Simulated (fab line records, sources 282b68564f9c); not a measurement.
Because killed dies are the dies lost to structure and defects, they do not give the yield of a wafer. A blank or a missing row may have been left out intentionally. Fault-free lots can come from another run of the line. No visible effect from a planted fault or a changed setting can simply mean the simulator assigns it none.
Which of the tools did it? :: flow rit-cmos :: 45 wafers from 15 lots sampled at 3 of the route's 202 steps

## WHAT THE GAUGES READ, wafer by wafer
RIT_M1_RS_MEAS_01: the measuring method here is four-point-probe.
lot: L957
measured: day 3 05:53
on: film-metro-02
M1_AL_RS (ohm/sq): 0.0730 0.0734 0.0733

lot: L958
measured: day 3 09:07
on: film-metro-01
M1_AL_RS (ohm/sq): 0.0735 0.0734 0.0735

lot: L959
measured: day 3 16:24
on: film-metro-03
M1_AL_RS (ohm/sq): 0.0729 0.0728 0.0722

lot: L961
measured: day 4 01:17
on: film-metro-01
M1_AL_RS (ohm/sq): 0.0747 0.0750 0.0744

lot: L962
measured: day 4 05:44
on: film-metro-02
M1_AL_RS (ohm/sq): 0.0728 0.0735 0.0729

lot: L963
measured: day 4 13:27
on: film-metro-02
M1_AL_RS (ohm/sq): 0.0741 0.0746 0.0745

lot: L965
measured: day 4 22:37
on: film-metro-01
M1_AL_RS (ohm/sq): 0.0729 0.0733 0.0725

lot: L967
measured: day 5 09:05
on: film-metro-03
M1_AL_RS (ohm/sq): 0.0734 0.0737 0.0729

lot: L968
measured: day 5 16:16
on: film-metro-01
M1_AL_RS (ohm/sq): 0.0738 0.0741 0.0739

lot: L970
measured: day 6 11:55
on: film-metro-01
M1_AL_RS (ohm/sq): 0.0731 0.0723 0.0725

lot: L971
measured: day 6 12:44
on: film-metro-02
M1_AL_RS (ohm/sq): 0.0366 0.0366 0.0366

lot: L973
measured: day 7 00:21
on: film-metro-03
M1_AL_RS (ohm/sq): 0.0736 0.0748 0.0739

lot: L975
measured: day 7 07:47
on: film-metro-02
M1_AL_RS (ohm/sq): 0.0362 0.0364 0.0360

lot: L977
measured: day 7 15:36
on: film-metro-02
M1_AL_RS (ohm/sq): 0.0366 0.0364 0.0366

lot: L980
measured: day 8 01:41
on: film-metro-02
M1_AL_RS (ohm/sq): 0.0749 0.0748 0.0750

RIT_M1_THK_MEAS_02: measures by xrf.
lot: L957
measured: day 3 05:59
on: film-metro-02
M1_AL_THK (nm): 401 396 395

lot: L958
measured: day 3 09:14
on: film-metro-01
M1_AL_THK (nm): 396 403 398

lot: L959
measured: day 3 16:31
on: film-metro-03
M1_AL_THK (nm): 401 398 402

lot: L961
measured: day 4 01:23
on: film-metro-01
M1_AL_THK (nm): 390 391 392

lot: L962
measured: day 4 05:51
on: film-metro-02
M1_AL_THK (nm): 404 398 402

lot: L963
measured: day 4 13:34
on: film-metro-02
M1_AL_THK (nm): 394 394 394

lot: L965
measured: day 4 22:43
on: film-metro-01
M1_AL_THK (nm): 400 399 405

lot: L967
measured: day 5 09:10
on: film-metro-03
M1_AL_THK (nm): 396 393 395

lot: L968
measured: day 5 16:23
on: film-metro-01
M1_AL_THK (nm): 396 395 397

lot: L970
measured: day 6 12:02
on: film-metro-01
M1_AL_THK (nm): 399 402 403

lot: L971
measured: day 6 12:52
on: film-metro-02
M1_AL_THK (nm): 788 787 786

lot: L973
measured: day 7 00:28
on: film-metro-03
M1_AL_THK (nm): 396 390 394

lot: L975
measured: day 7 07:54
on: film-metro-02
M1_AL_THK (nm): 805 801 800

lot: L977
measured: day 7 15:43
on: film-metro-02
M1_AL_THK (nm): 792 797 796

lot: L980
measured: day 8 01:47
on: film-metro-02
M1_AL_THK (nm): 393 392 392

## TOOL THAT RAN EACH LOT (tool first, then ch and the chambers of the sampled wafers, then the start)
lot: L957
RIT_M1_SPUTTER_00: pvd-sputter-03, day 3 05:32

lot: L958
RIT_M1_SPUTTER_00: pvd-sputter-02, day 3 08:48

lot: L959
RIT_M1_SPUTTER_00: pvd-sputter-03, day 3 16:06

lot: L961
RIT_M1_SPUTTER_00: pvd-sputter-02, day 4 00:58

lot: L962
RIT_M1_SPUTTER_00: pvd-sputter-01, day 4 05:26

lot: L963
RIT_M1_SPUTTER_00: pvd-sputter-02, day 4 13:10

lot: L965
RIT_M1_SPUTTER_00: pvd-sputter-02, day 4 22:16

lot: L967
RIT_M1_SPUTTER_00: pvd-sputter-02, day 5 08:44

lot: L968
RIT_M1_SPUTTER_00: pvd-sputter-02, day 5 15:59

lot: L970
RIT_M1_SPUTTER_00: pvd-sputter-01, day 6 11:36

lot: L971
RIT_M1_SPUTTER_00: pvd-sputter-02, day 6 11:59

lot: L973
RIT_M1_SPUTTER_00: pvd-sputter-02, day 7 00:03

lot: L975
RIT_M1_SPUTTER_00: pvd-sputter-03, day 7 07:01

lot: L977
RIT_M1_SPUTTER_00: pvd-sputter-03, day 7 14:51

lot: L980
RIT_M1_SPUTTER_00: pvd-sputter-02, day 8 01:22
- RIT_M1_SPUTTER_00: material Al, target thk 400 nm, time 500 s.

## WHAT THE TOOLS THEMSELVES READ (means of the sampled wafers that have a number; where no wafer has one, the mark that the record gives instead)
RIT_M1_SPUTTER_00.
lot: L957
tool: pvd-sputter-03
throttle-valve-pct (%): 30.4

lot: L958
tool: pvd-sputter-02
throttle-valve-pct (%): 30.1

lot: L959
tool: pvd-sputter-03
throttle-valve-pct (%): 29.5

lot: L961
tool: pvd-sputter-02
throttle-valve-pct (%): 29.6

lot: L962
tool: pvd-sputter-01
throttle-valve-pct (%): 31.2

lot: L963
tool: pvd-sputter-02
throttle-valve-pct (%): 30.0

lot: L965
tool: pvd-sputter-02
throttle-valve-pct (%): 30.0

lot: L967
tool: pvd-sputter-02
throttle-valve-pct (%): 30.6

lot: L968
tool: pvd-sputter-02
throttle-valve-pct (%): 30.7

lot: L970
tool: pvd-sputter-01
throttle-valve-pct (%): 31.1

lot: L971
tool: pvd-sputter-02
throttle-valve-pct (%): 30.5

lot: L973
tool: pvd-sputter-02
throttle-valve-pct (%): 30.0

lot: L975
tool: pvd-sputter-03
throttle-valve-pct (%): 29.1

lot: L977
tool: pvd-sputter-03
throttle-valve-pct (%): 30.6

lot: L980
tool: pvd-sputter-02
throttle-valve-pct (%): 30.8

## THE ANSWER, worked out from the rows above alone
Rule: what is usual is taken from the lots themselves. The widest of any qualifying gaps counts: lots, ordered by their means at a reading, are off when they make up no more than a third of the lots, leave a main group of 4 or more, and stand apart from it by 3 or more times the standard deviation of that group's means. The tables above print the reading to a certain number of digits; a main group whose means all agree to those digits is not used. A lot without any number at a reading at which 4 lots or more have one is off too. Any other lot the step has rows for is counted as sound. The gauges are gone through in route order, then the tools' own readings, and for those a lot's mean is taken as printed above. At the first step where some lot is off, the reading lying furthest off is the one used; lots without a number count as furthest.
Off: at RIT_M1_RS_MEAS_01 (M1_AL_RS), L971, L975, L977. The main group has a mean of 0.0736 ohm/sq with a standard deviation of 0.00075.
A tool fits if, at a process step before that reading, it ran every lot that is off, and no sound lot after the first of them. Those tools and the gauges at RIT_M1_RS_MEAS_01 are tried in the same way. Of those tried, none fits.

## WHAT THE SIMULATOR PUT IN
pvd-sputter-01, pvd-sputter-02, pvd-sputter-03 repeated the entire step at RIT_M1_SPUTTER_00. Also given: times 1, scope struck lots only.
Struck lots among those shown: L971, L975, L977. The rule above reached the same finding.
